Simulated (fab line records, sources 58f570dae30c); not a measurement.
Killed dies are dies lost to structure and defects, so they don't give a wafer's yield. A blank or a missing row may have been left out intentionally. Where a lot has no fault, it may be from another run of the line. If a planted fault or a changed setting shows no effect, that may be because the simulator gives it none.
fab line records	flow berkeley-cmos170
[record] lots = 13	wafers = 39	last-day = 11
route steps=331 shown M2@274 V2@293 M3@310
lots that met no fault: from a run of the same line without faults
start-h: hours from the record's opening day to when the first of the lot's shown wafers began	wait-h: how many hours have passed since the lot's step before this one	" same as the row above	L1.1+2: several wafers, shown together as one row	- either no value or no given start	* or withheld: withheld	< > ~ a bound
route shown NAME@n: a module of which the file shows steps, and the number in the route of the first	usual: mean/standard deviation of fault-free wafers	same: alike in all rows	chamber/n: place in a boat	sites: per-site readings	_std_site: the values' standard deviation	_edge_site: the outer-site mean with the inner-site mean subtracted	radius-mm: for every site, how far away it sits from the centre of the wafer	mask NAME#n: copy n	behind: the tool/chamber that last shaped the wafer	hold: why the lot was held/for how many hours/how that ended	device: the transistor (n, p or np) that didn't switch	end of line: tests run on the same wafers once the route is complete	a step with no rows: only its recipe	killed: the dies lost at the first sort to structure and to defects; this is not the yield of the wafer	map: the dies of a wafer, with x for killed, . for not killed, _ for no die there
set.NAME: the setting that was run; set.NAME@STEP: the one run at that earlier step	model.NAME: the simulator's own value behind a step, which no gauge read
a sample of lots followed through the steps of the route, with each step as a table and each wafer as a row
services: from which hour (start-h, from the record's first day; less than 0 if before it) a tool's chamber was out of use, for how many hours, and why
[[steps]]
[step UCB170_M2_THK_MEAS_03]
[recipe] thk-meas-gauge = xrf	reads = Al_of_M2_SPUTTER_01
[usual] M2_AL_THK = 890/11
lot.wafer	tool	chamber	start-h	wait-h	M2_AL_THK[nm]
L408.1	film-metro-04	-	149.21	0.1	877
L408.2	"	-	"	"	874
L408.6	"	-	"	"	881
L409.1	film-metro-04	-	153.58	0.1	885
L409.2	"	-	"	"	893
L409.4	"	-	"	"	875
L413.3	film-metro-04	-	179.22	0.1	881
L413.4	"	-	"	"	876
L413.6	"	-	"	"	874
L417.1	film-metro-04	-	196.89	0.1	878
L417.2	"	-	"	"	876
L417.6	"	-	"	"	878
L420.2	film-metro-03	-	216.75	0.1	891
L420.3	"	-	"	"	860
L420.5	"	-	"	"	873
L421.2	film-metro-01	-	227.66	0.1	886
L421.3	"	-	"	"	902
L421.6	"	-	"	"	906
L422.1	film-metro-01	-	242.34	0.1	886
L422.4	"	-	"	"	905
L422.6	"	-	"	"	908
L428.2	film-metro-03	-	246.19	0.1	883
L428.4	"	-	"	"	865
L428.6	"	-	"	"	878
L423.2	film-metro-04	-	246.30	0.1	903
L423.4	"	-	"	"	893
L423.6	"	-	"	"	885
L425.1	film-metro-03	-	246.57	0.1	889
L425.4	"	-	"	"	872
L425.5	"	-	"	"	890
L424.1	film-metro-01	-	246.84	0.1	884
L424.2	"	-	"	"	890
L424.6	"	-	"	"	889
L429.1	film-metro-03	-	258.90	0.1	909
L429.2	"	-	"	"	905
L429.4	"	-	"	"	921
L431.1	film-metro-01	-	263.10	0.1	899
L431.3	"	-	"	"	901
L431.4	"	-	"	"	903
[step UCB170_M2_CD_MEAS_15]
[recipe] target-cd-nm = 700
[usual] cd-nm = 700.2/1.2
lot.wafer	tool	chamber	start-h	wait-h	cd-nm
L408.1	cd-sem-01	-	152.81	-	703.3
L408.2	"	-	"	"	702.4
L408.6	"	-	"	"	702.4
L409.1	cd-sem-01	-	155.54	-	699.3
L409.2	"	-	"	"	698.3
L409.4	"	-	"	"	700.4
L413.3	cd-sem-01	-	181.22	-	701.9
L413.4	"	-	"	"	701.6
L413.6	"	-	"	"	702.2
L417.1	cd-sem-02	-	199.06	-	699.9
L417.2	"	-	"	"	700.1
L417.6	"	-	"	"	699.5
L420.2	cd-sem-01	-	218.51	-	699.5
L420.3	"	-	"	"	700.1
L420.5	"	-	"	"	700.2
L421.2	cd-sem-02	-	230.59	-	700.4
L421.3	"	-	"	"	699.5
L421.6	"	-	"	"	699.5
L422.1	cd-sem-01	-	244.53	-	698.2
L422.4	"	-	"	"	697.3
L422.6	"	-	"	"	697.8
L428.2	cd-sem-02	-	249.25	-	700.6
L428.4	"	-	"	"	699.6
L428.6	"	-	"	"	701.4
L423.2	cd-sem-01	-	249.29	-	700.8
L423.4	"	-	"	"	699.0
L423.6	"	-	"	"	698.1
L425.1	cd-sem-02	-	249.84	-	700.2
L425.4	"	-	"	"	701.9
L425.5	"	-	"	"	701.3
L424.1	cd-sem-01	-	250.00	-	701.2
L424.2	"	-	"	"	699.7
L424.6	"	-	"	"	702.4
L429.1	cd-sem-02	-	262.07	-	699.1
L429.2	"	-	"	"	699.0
L429.4	"	-	"	"	699.0
L431.1	cd-sem-02	-	265.39	-	698.7
L431.3	"	-	"	"	699.0
L431.4	"	-	"	"	698.1
[step UCB170_V2_THK_MEAS_01]
[recipe] reads = SiO2_of_V2_CVD_00
[usual] V2_TEOS_THK = 2000/25
lot.wafer	tool	chamber	start-h	wait-h	V2_TEOS_THK[nm]
L408.1	film-metro-02	-	153.71	0.1	1963
L408.2	"	-	"	"	1972
L408.6	"	-	"	"	1995
L409.1	film-metro-04	-	156.54	0.1	2007
L409.2	"	-	"	"	1972
L409.4	"	-	"	"	2035
L413.3	film-metro-03	-	181.96	0.1	1983
L413.4	"	-	"	"	2017
L413.6	"	-	"	"	1993
L417.1	film-metro-04	-	199.83	0.1	1982
L417.2	"	-	"	"	1969
L417.6	"	-	"	"	2009
L420.2	film-metro-04	-	219.26	0.1	2002
L420.3	"	-	"	"	1990
L420.5	"	-	"	"	2005
L421.2	film-metro-03	-	231.53	0.1	1973
L421.3	"	-	"	"	1990
L421.6	"	-	"	"	2002
L422.1	film-metro-04	-	245.48	0.1	1974
L422.4	"	-	"	"	2018
L422.6	"	-	"	"	2015
L428.2	film-metro-02	-	250.00	0.1	1989
L428.4	"	-	"	"	1996
L428.6	"	-	"	"	1997
L423.2	film-metro-03	-	250.04	0.1	1964
L423.4	"	-	"	"	1999
L423.6	"	-	"	"	1978
L425.1	film-metro-04	-	250.61	0.1	2006
L425.4	"	-	"	"	2034
L425.5	"	-	"	"	2043
L424.1	film-metro-03	-	250.76	0.1	2002
L424.2	"	-	"	"	2034
L424.6	"	-	"	"	2039
L429.1	film-metro-03	-	263.07	0.1	1960
L429.2	"	-	"	"	1971
L429.4	"	-	"	"	1996
L431.1	film-metro-03	-	266.15	0.1	1992
L431.3	"	-	"	"	2019
L431.4	"	-	"	"	2036
[step UCB170_M3_SPUTTER_01]
[recipe] material = Al	target-thk-nm = 900	time-s = 120	power-w = 6000	chamber-pressure-pa = 0.5
[usual] throttle-valve-pct = 29.7/1.1
lot.wafer	tool	chamber	start-h	wait-h	throttle-valve-pct
L408.1	pvd-sputter-02	-	156.81	0.0	29.5
L408.2	"	-	"	"	28.6
L408.6	"	-	"	"	28.4
L409.1	pvd-sputter-02	-	160.19	0.0	28.6
L409.2	"	-	"	"	28.3
L409.4	"	-	"	"	29.6
L413.3	pvd-sputter-01	-	184.85	0.0	30.8
L413.4	"	-	"	"	30.4
L413.6	"	-	"	"	30.5
L417.1	pvd-sputter-02	-	202.13	0.0	29.4
L417.2	"	-	"	"	32.0
L417.6	"	-	"	"	29.1
L420.2	pvd-sputter-01	-	221.84	0.0	29.8
L420.3	"	-	"	"	30.4
L420.5	"	-	"	"	30.7
L421.2	pvd-sputter-01	-	235.08	0.0	30.3
L421.3	"	-	"	"	30.9
L421.6	"	-	"	"	29.7
L422.1	pvd-sputter-01	-	248.26	0.0	30.1
L422.4	"	-	"	"	30.4
L422.6	"	-	"	"	30.7
L428.2	pvd-sputter-03	-	252.87	0.0	28.3
L428.4	"	-	"	"	29.1
L428.6	"	-	"	"	28.1
L423.2	pvd-sputter-01	-	253.05	0.0	30.7
L423.4	"	-	"	"	30.0
L423.6	"	-	"	"	30.9
L425.1	pvd-sputter-03	-	253.88	0.0	29.0
L425.4	"	-	"	"	28.3
L425.5	"	-	"	"	28.0
L424.1	pvd-sputter-01	-	254.24	0.0	30.6
L424.2	"	-	"	"	30.3
L424.6	"	-	"	"	29.9
L429.1	pvd-sputter-01	-	266.18	0.0	30.7
L429.2	"	-	"	"	31.0
L429.4	"	-	"	"	30.5
L431.1	pvd-sputter-01	-	268.89	0.0	30.6
L431.3	"	-	"	"	30.5
L431.4	"	-	"	"	30.7
[step UCB170_M3_RS_MEAS_02]
[recipe] thk-meas-gauge = four-point-probe	reads = Al_of_M3_SPUTTER_01
[usual] M3_AL_RS = 0.0321/0.00036
lot.wafer	tool	chamber	start-h	wait-h	M3_AL_RS[ohm/sq]
L408.1	film-metro-03	-	156.89	0.0	0.0319
L408.2	"	-	"	"	0.0320
L408.6	"	-	"	"	0.0319
L409.1	film-metro-03	-	160.27	0.0	0.0325
L409.2	"	-	"	"	0.0322
L409.4	"	-	"	"	0.0324
L413.3	film-metro-03	-	184.98	0.1	0.0318
L413.4	"	-	"	"	0.0326
L413.6	"	-	"	"	0.0322
L417.1	film-metro-01	-	202.21	0.0	0.0211
L417.2	"	-	"	"	0.0315
L417.6	"	-	"	"	0.0210
L420.2	film-metro-01	-	221.94	0.1	0.0321
L420.3	"	-	"	"	0.0323
L420.5	"	-	"	"	0.0320
L421.2	film-metro-02	-	235.19	0.1	0.0329
L421.3	"	-	"	"	0.0322
L421.6	"	-	"	"	0.0323
L422.1	film-metro-03	-	248.35	0.0	0.0323
L422.4	"	-	"	"	0.0326
L422.6	"	-	"	"	0.0324
L428.2	film-metro-03	-	252.97	0.1	0.0323
L428.4	"	-	"	"	0.0321
L428.6	"	-	"	"	0.0326
L423.2	film-metro-01	-	253.16	0.1	0.0319
L423.4	"	-	"	"	0.0316
L423.6	"	-	"	"	0.0318
L425.1	film-metro-02	-	253.96	0.0	0.0322
L425.4	"	-	"	"	0.0321
L425.5	"	-	"	"	0.0321
L424.1	film-metro-03	-	254.33	0.0	0.0319
L424.2	"	-	"	"	0.0323
L424.6	"	-	"	"	0.0318
L429.1	film-metro-01	-	266.27	0.0	0.0326
L429.2	"	-	"	"	0.0319
L429.4	"	-	"	"	0.0322
L431.1	film-metro-02	-	268.98	0.0	0.0316
L431.3	"	-	"	"	0.0317
L431.4	"	-	"	"	0.0316
[step UCB170_M3_THK_MEAS_03]
[recipe] thk-meas-gauge = xrf	reads = Al_of_M3_SPUTTER_01
[usual] M3_AL_THK = 895/10
lot.wafer	tool	chamber	start-h	wait-h	M3_AL_THK[nm]
L408.1	film-metro-03	-	157.01	0.1	894
L408.2	"	-	"	"	898
L408.6	"	-	"	"	899
L409.1	film-metro-03	-	160.39	0.1	879
L409.2	"	-	"	"	886
L409.4	"	-	"	"	886
L413.3	film-metro-03	-	185.08	0.1	903
L413.4	"	-	"	"	874
L413.6	"	-	"	"	887
L417.1	film-metro-01	-	202.33	0.1	1351
L417.2	"	-	"	"	911
L417.6	"	-	"	"	1353
L420.2	film-metro-01	-	222.05	0.1	901
L420.3	"	-	"	"	885
L420.5	"	-	"	"	903
L421.2	film-metro-02	-	235.30	0.1	884
L421.3	"	-	"	"	900
L421.6	"	-	"	"	896
L422.1	film-metro-03	-	248.47	0.1	889
L422.4	"	-	"	"	878
L422.6	"	-	"	"	889
L428.2	film-metro-03	-	253.08	0.1	884
L428.4	"	-	"	"	890
L428.6	"	-	"	"	882
L423.2	film-metro-01	-	253.27	0.1	894
L423.4	"	-	"	"	908
L423.6	"	-	"	"	904
L425.1	film-metro-02	-	254.08	0.1	888
L425.4	"	-	"	"	892
L425.5	"	-	"	"	888
L424.1	film-metro-03	-	254.45	0.1	902
L424.2	"	-	"	"	888
L424.6	"	-	"	"	905
L429.1	film-metro-01	-	266.39	0.1	879
L429.2	"	-	"	"	901
L429.4	"	-	"	"	895
L431.1	film-metro-02	-	269.10	0.1	912
L431.3	"	-	"	"	906
L431.4	"	-	"	"	910
[step UCB170_M3_METAL_ETCH_18]
[recipe] chemistry = Cl2/BCl3	target = Al	stop-on = SiO2	pressure-mtorr = 12	target-depth-a = 11700	over-etch-frac = 0.3	time-s = 195	icp-w = 600	bias-w = 120	Cl2_flow_sccm = 90	bcl3-flow-sccm = 45
[usual] drypump-motor-current-A = 5.9/0.34	oes-product-au = 0.851/0.012	rf-fwd-power-W = 598.1/2	throttle-valve-pct = 24.53/0.14
[same] over-etch-frac = 0.3
lot.wafer	tool	chamber	start-h	wait-h	drypump-motor-current-A	oes-product-au	rf-fwd-power-W	rf-hours-counter-h	throttle-valve-pct
L408.1	rie-metal-03	1	161.25	-	5.8	0.844	599.7	4	24.62
L408.2	"	0	"	"	5.7	0.842	596.2	12	24.60
L408.6	"	1	"	"	5.8	0.844	599.8	-	24.61
L409.1	rie-metal-02	1	163.01	-	6.4	0.853	599.7	11	24.74
L409.2	"	0	"	"	6.0	0.868	599.9	13	24.30
L409.4	"	1	"	"	6.4	0.857	598.8	-	24.74
L413.3	rie-metal-02	1	187.35	-	6.4	0.861	595.9	-	24.74
L413.4	"	0	"	"	6.1	0.867	599.2	-	24.32
L413.6	"	0	"	"	6.1	0.861	598.0	-	24.30
L417.1	rie-metal-03	0	204.49	-	5.7	1.000	598.0	13	24.53
L417.2	"	1	"	"	5.8	0.853	597.4	5	24.60
L417.6	"	0	"	"	5.7	0.991	598.5	-	24.52
L420.2	rie-metal-02	0	226.75	-	6.1	0.866	602.1	15	24.30
L420.3	"	0	"	"	6.1	0.860	598.7	-	24.32
L420.5	"	0	"	"	6.1	0.874	600.0	-	24.32
L421.2	rie-metal-03	1	239.14	-	5.8	0.825	596.4	6	24.61
L421.3	"	0	"	"	5.7	0.841	597.9	-	24.60
L421.6	"	0	"	"	5.7	0.845	596.9	-	24.60
L422.1	rie-metal-04	0	251.27	-	5.2	0.860	597.5	11	24.36
L422.4	"	0	"	"	5.2	0.846	600.9	-	24.36
L422.6	"	1	"	"	6.1	0.851	596.2	-	24.51
L428.2	rie-metal-03	0	257.86	-	5.7	0.836	595.7	15	24.60
L428.4	"	0	"	"	5.7	0.843	598.6	-	24.59
L428.6	"	0	"	"	5.7	0.843	598.9	-	24.61
L423.2	rie-metal-02	1	258.13	-	6.4	0.861	595.7	14	24.72
L423.4	"	0	"	"	6.1	0.872	598.1	-	24.30
L423.6	"	1	"	"	6.4	0.867	596.3	-	24.76
L425.1	rie-metal-03	0	259.13	-	5.7	0.830	595.5	15	24.60
L425.4	"	0	"	"	5.7	0.839	598.3	-	24.60
L425.5	"	1	"	"	5.8	0.844	598.0	-	24.59
L424.1	rie-metal-02	1	259.16	-	6.4	0.868	600.6	14	24.73
L424.2	"	0	"	"	6.1	0.863	597.5	16	24.32
L424.6	"	1	"	"	6.4	0.864	600.2	-	24.75
L429.1	rie-metal-03	1	268.21	-	5.8	0.835	600.1	7	24.62
L429.2	"	0	"	"	5.7	0.846	597.6	15	24.59
L429.4	"	0	"	"	5.7	0.844	600.2	-	24.60
L431.1	rie-metal-02	1	271.26	-	6.4	0.865	596.6	15	24.75
L431.3	"	1	"	"	6.4	0.860	596.3	-	24.73
L431.4	"	0	"	"	6.1	0.879	599.0	-	24.32
[[services]]
tool	chamber	start-h	hours	kind
rie-metal-04	-	146.66	1.4	pm
pvd-sputter-03	-	152.73	2.7	repair
pvd-sputter-03	-	158.38	3.0	repair
rie-metal-04	0	160.79	9.0	repair
rie-metal-04	-	201.76	2.8	pm
pvd-sputter-02	-	202.42	2.7	repair
pvd-sputter-01	-	219.76	1.4	repair
rie-metal-02	1	219.83	4.5	repair
[[key]]
[first-sign] step = UCB170_M3_RS_MEAS_02	reading = M3_AL_RS	direction = down	sigmas = 31	usual = 0.0321	struck = 0.0211
[effect] step = UCB170_M3_THK_MEAS_03	reading = M3_AL_THK	direction = up	sigmas = 44	usual = 895	struck = 1352
[effect] step = UCB170_M3_METAL_ETCH_18	reading = oes-product-au	direction = up	sigmas = 12	usual = 0.851	struck = 0.995
met-at UCB170_M3_SPUTTER_01
struck-lots L417
struck-wafers L417.1,L417.6
later-rows-left-out L417.1,L417.6
sort-left-out L417.1,L417.6
not-acting-at UCB170_M2_THK_MEAS_03,UCB170_M2_CD_MEAS_15,UCB170_V2_THK_MEAS_01
onset-between 160.19 202.13
[fault] kind = process-parameter-drift	tool = pvd-sputter-02	chamber = -	onset-h = 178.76	steps = UCB170_M3_SPUTTER_01	channel = target-thk-nm	offset = 456.24	shape = step	end-h = 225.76	acts-in = these-recipes-only	stated = 900	scope = struck-wafers-only
// sort-left-out: the simulated sort isn't trusted on such a fault, so these wafers' sort isn't shown, and their yield isn't known
// later-rows-left-out: the simulator's readings of these wafers behind a module that went badly wrong aren't trusted and aren't shown, but for the sort
